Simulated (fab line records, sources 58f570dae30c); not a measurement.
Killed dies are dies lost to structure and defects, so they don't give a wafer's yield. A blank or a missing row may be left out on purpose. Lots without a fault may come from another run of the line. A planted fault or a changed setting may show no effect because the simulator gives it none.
Which tool did it? | flow berkeley_cmos170 | 13 lots, 39 wafers sampled, at 6 steps of a route of 331

WHAT THE GAUGES READ, wafer by wafer
UCB170_M3_OVL_MEAS_16.
lot  | measured     | on         | M3_OVL (nm)
L104 | day 7 13:17  | overlay-02 | 2 4 -2
L105 | day 8 05:37  | overlay-01 | 4 9 -3
L107 | day 9 00:47  | overlay-02 | -5 -9 -3
L108 | day 9 02:41  | overlay-01 | 1 -3 -2
L111 | day 9 08:50  | overlay-02 | 2 -3 0
L115 | day 9 09:17  | overlay-02 | 12 3 -1
L110 | day 9 09:24  | overlay-02 | 0 -1 -3
L116 | day 10 10:29 | overlay-02 | -2 -1 -3
L117 | day 11 03:19 | overlay-01 | -8 -10 -2
L121 | day 11 18:14 | overlay-02 | 2 2 -4
L122 | day 11 19:06 | overlay-02 | -2 -7 -7
L125 | day 12 02:11 | overlay-01 | -9 -5 -8
L124 | day 12 02:20 | overlay-02 | -2 -2 4

UCB170_M3_CD_MEAS_90: target cd 700 nm.
lot  | measured     | on        | cd_nm (nm)
L104 | day 7 13:41  | cd_sem-02 | 693 695 695
L105 | day 8 05:59  | cd_sem-01 | 697 699 696
L107 | day 9 01:10  | cd_sem-02 | 695 690 689
L108 | day 9 03:04  | cd_sem-01 | 700 696 694
L111 | day 9 09:18  | cd_sem-02 | 677 677 675
L115 | day 9 10:01  | cd_sem-02 | 702 699 700
L110 | day 9 10:02  | cd_sem-01 | 679 677 674
L116 | day 10 10:52 | cd_sem-02 | 677 683 680
L117 | day 11 03:41 | cd_sem-01 | 700 698 697
L121 | day 11 18:37 | cd_sem-02 | 698 699 696
L122 | day 11 19:28 | cd_sem-01 | 704 707 704
L125 | day 12 02:33 | cd_sem-02 | 698 701 697
L124 | day 12 02:43 | cd_sem-01 | 698 700 699

WHICH TOOL RAN EACH LOT (tool, then ch and the chambers of the sampled wafers, then the start)
lot  | UCB170_V2_ETCH_14                  | UCB170_M3_ETCH_17                  | UCB170_M3_METAL_ETCH_18           | UCB170_M3_STRIP_19
L104 | rie_diel-02 ch 0,1,3, day 7 10:35  | rie_diel-02 ch 0,2,3, day 7 13:19  | rie_metal-04 ch 0,1, day 7 13:25  | plasma_asher-03 ch 0,1, day 7 13:34
L105 | rie_diel-04 ch 0,1, day 8 02:23    | rie_diel-03 ch 1,2,3, day 8 05:38  | rie_metal-03 ch 0,1, day 8 05:41  | plasma_asher-03 ch 0,1, day 8 05:52
L107 | rie_diel-04 ch 0,3, day 8 20:42    | rie_diel-02 ch 1,3, day 9 00:50    | rie_metal-04 ch 0,1, day 9 00:52  | plasma_asher-03 ch 0,1, day 9 01:04
L108 | rie_diel-02 ch 1,2,3, day 8 22:58  | rie_diel-03 ch 0,2,3, day 9 02:44  | rie_metal-04 ch 0,1, day 9 02:46  | plasma_asher-01 ch 0,1, day 9 02:58
L111 | rie_diel-04 ch 1,2, day 9 04:02    | rie_diel-04 ch 1,2,3, day 9 08:52  | rie_metal-04 ch 0,1, day 9 08:55  | plasma_asher-04 ch 0,1, day 9 09:06
L115 | rie_diel-02 ch 0,2,3, day 9 04:19  | rie_diel-02 ch 0,3, day 9 09:19    | rie_metal-02 ch 0,1, day 9 09:22  | plasma_asher-04 ch 0,1, day 9 09:33
L110 | rie_diel-04 ch 0,1, day 9 04:33    | rie_diel-04 ch 0,1, day 9 09:26    | rie_metal-04 ch 0,1, day 9 09:29  | plasma_asher-03 ch 0,1, day 9 09:40
L116 | rie_diel-02 ch 0,2,3, day 10 05:24 | rie_diel-02 ch 0,1,3, day 10 10:31 | rie_metal-04 ch 0,1, day 10 10:34 | plasma_asher-03 ch 0,1, day 10 10:44
L117 | rie_diel-02 ch 1,3, day 11 00:32   | rie_diel-03 ch 1,2, day 11 03:20   | rie_metal-02 ch 0,1, day 11 03:23 | plasma_asher-03 ch 0,1, day 11 03:34
L121 | rie_diel-02 ch 1,2, day 11 15:28   | rie_diel-02 ch 0,1,2, day 11 18:17 | rie_metal-02 ch 0,1, day 11 18:19 | plasma_asher-01 ch 0,1, day 11 18:31
L122 | rie_diel-04 ch 1,2, day 11 16:02   | rie_diel-03 ch 0,1, day 11 19:08   | rie_metal-03 ch 0,1, day 11 19:11 | plasma_asher-04 ch 0,1, day 11 19:22
L125 | rie_diel-04 ch 0,1,2, day 11 23:16 | rie_diel-03 ch 1,2,3, day 12 02:13 | rie_metal-02 ch 0,1, day 12 02:16 | plasma_asher-03 ch 0,1, day 12 02:27
L124 | rie_diel-02 ch 1,3, day 11 23:25   | rie_diel-04 ch 0,2, day 12 02:22   | rie_metal-03 ch 0,1, day 12 02:25 | plasma_asher-01 ch 0,1, day 12 02:36
- UCB170_V2_ETCH_14: etches SiO2 in CHF3/CF4/Ar, stops on Al, target depth 1250 nm, time 291 s.
- UCB170_M3_ETCH_17: etches BARC in N2/H2.
- UCB170_M3_METAL_ETCH_18: etches Al in Cl2/BCl3, stops on SiO2, target depth 1170 nm, time 195 s.
- UCB170_M3_STRIP_19: strips in O2.

WHAT THE TOOLS THEMSELVES READ (means of the sampled wafers that have a number; where no wafer has one, the mark that the record gives instead)
UCB170_V2_ETCH_14.
lot  | tool        | chamber_pressure_mTorr (mTorr) | drypump_motor_current_A (A) | oes_product_au (a.u.) | rf_fwd_power_W (W) | throttle_valve_pct (%)
L104 | rie_diel-02 | 200.02                         | 5.3                         | 0.879                 | 696.9              | 6.92
L105 | rie_diel-04 | 200.08                         | 5.4                         | 0.873                 | 699.1              | 7.02
L107 | rie_diel-04 | 200.01                         | 5.3                         | 0.876                 | 696.6              | 6.99
L108 | rie_diel-02 | 199.86                         | 5.6                         | 0.871                 | 697.5              | 6.88
L111 | rie_diel-04 | 199.75                         | 5.6                         | 0.872                 | 696.7              | 6.85
L115 | rie_diel-02 | 200.32                         | 5.8                         | 0.880                 | 700.9              | 6.97
L110 | rie_diel-04 | 199.97                         | 5.4                         | 0.869                 | 698.9              | 7.02
L116 | rie_diel-02 | 200.03                         | 5.8                         | 0.876                 | 697.5              | 6.97
L117 | rie_diel-02 | 200.11                         | 5.0                         | 0.880                 | 699.5              | 6.91
L121 | rie_diel-02 | 200.03                         | 5.7                         | 0.865                 | 697.6              | 6.80
L122 | rie_diel-04 | 200.04                         | 5.8                         | 0.868                 | 698.2              | 6.80
L125 | rie_diel-04 | 200.07                         | 5.6                         | 0.872                 | 699.0              | 6.90
L124 | rie_diel-02 | 199.88                         | 5.0                         | 0.880                 | 697.4              | 6.91

UCB170_M3_ETCH_17.
lot  | tool        | chamber_pressure_mTorr (mTorr) | drypump_motor_current_A (A) | oes_product_au (a.u.) | rf_fwd_power_W (W) | throttle_valve_pct (%)
L104 | rie_diel-02 | 30.011                         | 5.8                         | 1.002                 | 494.8              | 13.32
L105 | rie_diel-03 | 29.997                         | 6.1                         | 0.998                 | 496.8              | 13.39
L107 | rie_diel-02 | 30.016                         | 5.2                         | 1.002                 | 496.5              | 13.06
L108 | rie_diel-03 | 29.968                         | 6.2                         | 0.988                 | 497.4              | 13.34
L111 | rie_diel-04 | 29.989                         | 5.6                         | 1.003                 | 495.6              | 13.13
L115 | rie_diel-02 | 30.018                         | 5.5                         | 1.017                 | 496.1              | 13.40
L110 | rie_diel-04 | 29.988                         | 5.5                         | 1.032                 | 494.5              | 13.25
L116 | rie_diel-02 | 29.986                         | 5.4                         | 1.010                 | 494.4              | 13.24
L117 | rie_diel-03 | 30.015                         | 6.1                         | 0.981                 | 495.7              | 13.48
L121 | rie_diel-02 | 30.016                         | 6.0                         | 0.995                 | 497.0              | 13.25
L122 | rie_diel-03 | 29.987                         | 6.1                         | 0.989                 | 497.3              | 13.25
L125 | rie_diel-03 | 29.984                         | 6.1                         | 0.986                 | 495.8              | 13.40
L124 | rie_diel-04 | 30.006                         | 5.7                         | 1.016                 | 494.9              | 13.21

UCB170_M3_METAL_ETCH_18.
lot  | tool         | chamber_pressure_mTorr (mTorr) | drypump_motor_current_A (A) | he_backside_leak_sccm (sccm) | oes_product_au (a.u.) | rf_fwd_power_W (W) | throttle_valve_pct (%)
L104 | rie_metal-04 | 11.985                         | 6.1                         | 3.5                          | 0.846                 | 596.7              | 24.50
L105 | rie_metal-03 | 11.994                         | 6.2                         | 3.4                          | 0.869                 | 599.6              | 24.48
L107 | rie_metal-04 | 12.003                         | 6.1                         | 3.5                          | 0.837                 | 597.4              | 24.51
L108 | rie_metal-04 | 11.997                         | 6.1                         | 3.4                          | 0.831                 | 599.2              | 24.51
L111 | rie_metal-04 | 12.002                         | 6.2                         | 3.5                          | 0.848                 | 836.7              | 24.34
L115 | rie_metal-02 | 11.996                         | 5.4                         | 3.5                          | 0.865                 | 596.4              | 24.21
L110 | rie_metal-04 | 12.004                         | 6.2                         | 3.5                          | 0.849                 | 837.4              | 24.35
L116 | rie_metal-04 | 11.996                         | 6.3                         | 3.4                          | 0.846                 | 839.0              | 24.34
L117 | rie_metal-02 | 11.998                         | 5.4                         | 3.5                          | 0.852                 | 596.7              | 24.22
L121 | rie_metal-02 | 11.992                         | 5.7                         | 3.5                          | 0.848                 | 597.0              | 24.38
L122 | rie_metal-03 | 11.997                         | 6.2                         | 3.3                          | 0.860                 | 596.0              | 24.50
L125 | rie_metal-02 | 12.003                         | 5.7                         | 3.6                          | 0.850                 | 599.9              | 24.37
L124 | rie_metal-03 | 11.994                         | 6.1                         | 3.2                          | 0.867                 | 598.3              | 24.37

UCB170_M3_STRIP_19.
lot  | tool            | chamber_pressure_mTorr (mTorr) | drypump_motor_current_A (A) | oes_product_au (a.u.)
L104 | plasma_asher-03 | 3497                           | 5.81                        | 0.521
L105 | plasma_asher-03 | 3501                           | 5.98                        | 0.546
L107 | plasma_asher-03 | 3500                           | 5.84                        | 0.515
L108 | plasma_asher-01 | 3499                           | 5.67                        | 0.500
L111 | plasma_asher-04 | 3500                           | 5.93                        | 0.314
L115 | plasma_asher-04 | 3498                           | 5.92                        | 0.550
L110 | plasma_asher-03 | 3502                           | 5.83                        | 0.312
L116 | plasma_asher-03 | 3500                           | 6.00                        | 0.318
L117 | plasma_asher-03 | 3502                           | 6.00                        | 0.564
L121 | plasma_asher-01 | 3500                           | 5.67                        | 0.541
L122 | plasma_asher-04 | 3501                           | 5.98                        | 0.538
L125 | plasma_asher-03 | 3499                           | 5.99                        | 0.541
L124 | plasma_asher-01 | 3500                           | 5.77                        | 0.530

THE ANSWER, worked out from the rows above alone
Rule: what is usual is taken from the lots themselves. Put in order of their means at a reading, lots are off if they are a third of the lots or fewer, leave a main group of 4 or more, and stand apart from it by a gap of 3 or more times the standard deviation of the main group's means; of several such gaps the widest counts. A main group whose means are all the same, to the digits that the tables above print for the reading, isn't used. A lot without any number at a reading at which 4 lots or more have one is off too. The other lots that the step has rows for count as sound. The gauges are gone through in route order, then the tools' own readings, and for those a lot's mean is taken as printed above. The first step at which some lot is off is used, and at that step the reading that is off furthest; a lot without a number counts as furthest.
Off: L111, L110, L116, at UCB170_M3_CD_MEAS_90 (cd_nm). The main group: mean 698 nm, standard deviation 3.4.
A tool fits if, at a process step before that reading, it ran every lot that is off, and no sound lot after the first of them. The gauges at UCB170_M3_CD_MEAS_90 aren't tried: what is off there is off at UCB170_M3_METAL_ETCH_18 too, on other tools, and a gauge's error can't cause that. One fits: rie_metal-04 at UCB170_M3_METAL_ETCH_18. Its last sound lot is L108 (day 9 02:46), its first lot that is off L111 (day 9 08:55): a fault that began between those two fits.
The tool's own readings at UCB170_M3_METAL_ETCH_18 bear it out: on the lots that are off they differ by more than 5 times the standard deviation of the sound lots' means. rf_fwd_power_W reads 837.7 W there against 597.7 W on the sound lots.

WHAT THE SIMULATOR HAD PUT IN
Process parameter drift: rie_metal-04, from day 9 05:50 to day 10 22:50, at UCB170_M3_METAL_ETCH_18. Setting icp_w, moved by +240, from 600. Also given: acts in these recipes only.
Lots struck among those shown: L111, L110, L116. The rule above found the same.
